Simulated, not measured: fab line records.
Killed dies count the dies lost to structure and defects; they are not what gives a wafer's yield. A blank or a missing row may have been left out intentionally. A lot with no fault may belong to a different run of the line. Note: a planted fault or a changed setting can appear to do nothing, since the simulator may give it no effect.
fab line records -- flow rit_cmos
record: lots: 13, wafers: 39, last_day: 7
route steps=202 shown ACTIVE@18 M1@202
lots untouched by any fault: they come from a run of this same line in which no faults occurred
start_h: start of the lot's first displayed wafer, in hours after the record's first day -- wait_h: hours since the lot's step before -- " unchanged from the row above -- L1.1+2: a single row standing in for several wafers -- - no value, or no start was given -- * or withheld: withheld -- < > ~ a bound
route shown NAME@n: a module of which the file shows steps, and the number in the route of the first -- usual: mean and standard deviation over wafers with no fault -- same: alike in all rows -- chamber/n: place in a boat -- sites: each site's reading -- _std_site: how widely they spread, as a standard deviation -- _edge_site: outer sites' mean less inner sites' -- radius_mm: how far each site lies from the wafer's centre -- mask NAME#n: copy n -- behind: the most recent tool/chamber to have shaped the wafer -- hold: the reason the lot was held/the length of the hold in hours/how it ended -- device: the n, p or np transistor that did not switch -- end of line: tests of these same wafers at the route's end -- a step given without rows: its recipe and nothing more -- killed: not the wafer's yield, but the dies lost to structure and defects at the first sort -- map: a wafer's dies, marking killed ones x, the rest . and places with no die _
set.NAME: the setting that was run; set.NAME@STEP: the one run at that earlier step -- model.NAME: the simulator's own value behind a step, which no gauge read
steps of the route over a sample of lots; a table a step, a row a wafer
services: from which hour (start_h, from the record's first day; less than 0 if before it) a tool's chamber was out of use, for how many hours, and why
== steps ==
step: RIT_ACTIVE_CLEAN_16
recipe: chemistry: dHF, dilution: 50:1, time_s: 30
lot.wafer,tool,chamber,start_h,wait_h
L328.2+3+5,wet_bench-01,3,15.67,0.0
L329.4+5+6,wet_bench-01,0,20.44,0.0
L330.1+3+5,wet_bench-04,3,25.33,0.0
L331.2+3+5,wet_bench-03,0,30.31,0.0
L332.1+4+6,wet_bench-03,0,35.72,0.0
L333.2+3+4,wet_bench-03,0,40.31,0.0
L334.2+3+4,wet_bench-01,0,45.44,0.0
L335.1+3+6,wet_bench-03,3,50.50,0.0
L343.2+3+5,wet_bench-01,0,90.44,0.0
L348.1+3+4,wet_bench-04,1,116.27,0.0
L349.3+4+5,wet_bench-01,3,120.48,0.0
L350.3+4+6,wet_bench-04,3,125.45,0.0
L351.1+2+6,wet_bench-04,0,130.45,0.0
step: RIT_M1_PROBE_99
usual: killed_at_M0_to_M3: 0.0/0.16, killed_at_contacts: 0.1/0.3, killed_at_front_end: 7.1/3, killed_dies: 7.3/3, killed_open: 3.6/2, killed_short: 3.5/1.9
same: gross_dies: 264, killed_at_M4_up: 0, killed_at_back_side: 0, killed_at_other: 0
lot.wafer,tool,chamber,start_h,wait_h,killed_at_M0_to_M3,killed_at_contacts,killed_at_front_end,killed_dies,killed_open,killed_short
L335.1,prober-02,-,92.59,0.1,0,0,49,49,4,3
L335.3,prober-02,-,92.69,0.2,0,0,48,48,1,4
L335.6,prober-02,-,92.84,0.2,0,0,50,50,3,3
L350.3,prober-01,-,167.27,0.2,0,0,6,6,2,4
L350.4,prober-01,-,167.32,0.2,0,0,7,7,6,1
L350.6,prober-01,-,167.42,0.2,0,0,3,3,2,1
killed by level:class
L335.1 ACTIVE:unspecified=40 REOX:geometric_particle:open=2 GATE:coat_microbubble_printed=2 FOX1:geometric_particle:short=1 FOX2:geometric_particle:short=1 GATE:geometric_particle:short=1 GATE:geometric_particle:open=1 SILICIDE:geometric_particle:open=1
L335.3 ACTIVE:unspecified=43 SPACER:geometric_particle:short=2 GATE:geometric_particle:short=1 GATE:geometric_particle:open=1 REOX:geometric_particle:short=1
L335.6 ACTIVE:unspecified=44 FOX2:geometric_particle:open=1 FOX2:geometric_particle:short=1 GATE:geometric_particle:open=1 GATE:geometric_particle:short=1 REOX:geometric_particle:short=1 SPACER:geometric_particle:open=1
L350.3 FOX1:geometric_particle:short=2 ACTIVE:geometric_particle:short=1 REOX:geometric_particle:open=1 SILICIDE:geometric_particle:short=1 SILICIDE:geometric_particle:open=1
L350.4 GATE:geometric_particle:open=4 SPACER:geometric_particle:open=2 GATE:geometric_particle:short=1
L350.6 GATE:geometric_particle:open=2 SILICIDE:geometric_particle:short=1
== services ==
tool,chamber,start_h,hours,kind
wet_bench-01,-,-7.45,2.7,repair
== key ==
first_sign: step: RIT_M1_PROBE_99, reading: killed_at_front_end, direction: up, sigmas: 14, usual: 7.1, struck: 49
effect: step: RIT_M1_PROBE_99, reading: killed_dies, direction: up, sigmas: 14, usual: 7.3, struck: 49
met_at RIT_ACTIVE_CLEAN_16
struck_lots L335
struck_wafers L335.1,L335.3,L335.6
tester_left_out L335
fault: kind: chamber_particle_source, tool: wet_bench-03, chamber: 3, onset_h: 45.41, steps: RIT_ACTIVE_CLEAN_16, rate_per_visit_cm2: 2.1267, end_h: 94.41
tester_left_out: of these lots the tester's yield and bins aren't shown, on N5 and GAA mostly nor the transistor test; their killed dies are dies lost to structure and defects alone, not to doping, threshold or leakage, so they don't give the yield
